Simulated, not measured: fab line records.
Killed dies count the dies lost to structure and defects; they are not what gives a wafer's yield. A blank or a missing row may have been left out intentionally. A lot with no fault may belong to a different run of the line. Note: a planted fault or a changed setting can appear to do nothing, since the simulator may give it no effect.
Split-lot experiment | flow berkeley-cmos170 | 5 lots, 23 wafers read, on a route of 331 steps

## THE SPLIT ITSELF
At UCB170_M1_COAT_04 (resist thk 900 nm), the setting resist-thk-nm was moved away from the recipe's 900 nm on 7 of the 23 wafers read, by -5.6% to +4.2%. This setting was run at the recipe's value on the other wafers.

## FROM THE SPLIT TO THE READING: what the file shows between them, 4 steps
- UCB170_M1_PEB_07 (also split here: peb-temp-c)
- UCB170_M1_DEVELOP_08: develop time 45 s
- UCB170_M1_CD_MEAS_09: target cd 700 nm
- UCB170_M1_ETCH_11: etches BARC in N2/H2

## THE READING
KrF_of_M1_COAT_04.thk-nm (the simulator's own value, which no gauge read), in nm, at UCB170_M1_METAL_ETCH_12 (etches Al in Cl2/BCl3, stops on PSG, target depth 780 nm, time 130 s). The file does not state a usual value for it. Here, 16 wafers ran the recipe; their average is 433.3 nm with a standard deviation of 9.2 nm.

wafer  | tool, chamber at the split | resist-thk-nm as run, nm | against the recipe | KrF_of_M1_COAT_04.thk-nm, nm | against lot-mates on the recipe
L074.2 | litho-track-01, 0          | 900                      | recipe             | 435.2                        | -
L074.3 | litho-track-01, 0          | 900                      | recipe             | 435.3                        | -
L074.4 | litho-track-01, 0          | 938.2                    | +4.2%              | 469.3                        | +33.7
L074.5 | litho-track-01, 0          | 900                      | recipe             | 436.2                        | -
L074.6 | litho-track-01, 0          | 938.2                    | +4.2%              | 474.6                        | +39.0
L075.2 | litho-track-02, 0          | 900                      | recipe             | 440.2                        | -
L075.3 | litho-track-02, 0          | 936.5                    | +4.1%              | 459                          | +19.8
L075.4 | litho-track-02, 0          | 900                      | recipe             | 438.3                        | -
L075.5 | litho-track-02, 0          | 936.5                    | +4.1%              | 474.2                        | +34.9
L075.6 | litho-track-02, 0          | 936.5                    | +4.1%              | 458.6                        | +19.4
L077.3 | litho-track-04, 0          | 900                      | recipe             | 428.6                        | -
L077.4 | litho-track-04, 0          | 900                      | recipe             | 451.7                        | -
L077.5 | litho-track-04, 0          | 900                      | recipe             | 448.1                        | -
L080.1 | litho-track-01, 0          | 900                      | recipe             | 423.2                        | -
L080.2 | litho-track-01, 0          | 900                      | recipe             | 434.6                        | -
L080.3 | litho-track-01, 0          | 849.5                    | -5.6%              | 364.4                        | -62.6
L080.4 | litho-track-01, 0          | 849.5                    | -5.6%              | 387.1                        | -39.9
L080.5 | litho-track-01, 0          | 900                      | recipe             | 423.1                        | -
L082.1 | litho-track-04, 0          | 900                      | recipe             | 434.8                        | -
L082.2 | litho-track-04, 0          | 900                      | recipe             | 420.1                        | -
L082.3 | litho-track-04, 0          | 900                      | recipe             | 422.4                        | -
L082.5 | litho-track-04, 0          | 900                      | recipe             | 439.6                        | -
L082.6 | litho-track-04, 0          | 900                      | recipe             | 421.3                        | -

THE FIT
A straight line over all 23 wafers: KrF_of_M1_COAT_04.thk-nm changes by +9.17 nm for each +1% of resist-thk-nm; r = +0.93; the points scatter about the line by 9.6 nm.
The same after taking each lot's own level away (the mean of its wafers on the recipe; 23 wafers): +8.07 nm for each +1%; r = +0.93; scatter 8.1 nm.
Per that fit: largest resist-thk-nm move, reading shift of 45 nm.
The lots' own levels span 426.97 to 442.80 nm, that is 1.7 times the standard deviation above.
So the slope is not independent of the lot-to-lot level: the two fits are not the same.
Check: -40 nm against its lot-mates is what the line predicts for one of the wafers moved furthest among these (-5.6%) when that wafer is left out of the fit. It came out at -62.6 nm against them.

## FURTHER SPLITS ON THESE WAFERS
Note: prior to the reading, these wafers also went through further splits. Each is held against what the fit with the lots' levels taken away leaves over:
other split on the same wafers   | wafers away from the commonest value | r with KrF_of_M1_COAT_04.thk-nm (lot level and that fit taken away)
UCB170_CONTACT_EXPOSE_12 dose-mj | 7                                    | +0.28
UCB170_M1_PEB_07 peb-temp-c      | 6                                    | +0.30

## THE WHOLE CHAIN: every reading that the file lists as answering this split, in the file's order
step                    | what it does                                                         | reading                                                                   | change (the file's fit)              | r (the file's)
UCB170_M1_COAT_04       | resist thk 900 nm                                                    | KrF_of_M1_COAT_04.thk-nm (the simulator's own value, which no gauge read) | +9.06 nm for each +1% of the setting | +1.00
UCB170_M1_METAL_ETCH_12 | etches Al in Cl2/BCl3, stops on PSG, target depth 780 nm, time 130 s | KrF_of_M1_COAT_04.thk-nm (the simulator's own value, which no gauge read) | +8.21 nm for each +1% of the setting | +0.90

## THE FILE'S OWN FIT
KrF_of_M1_COAT_04.thk-nm changes by +8.21 nm for each +1% of resist-thk-nm, r = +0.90.
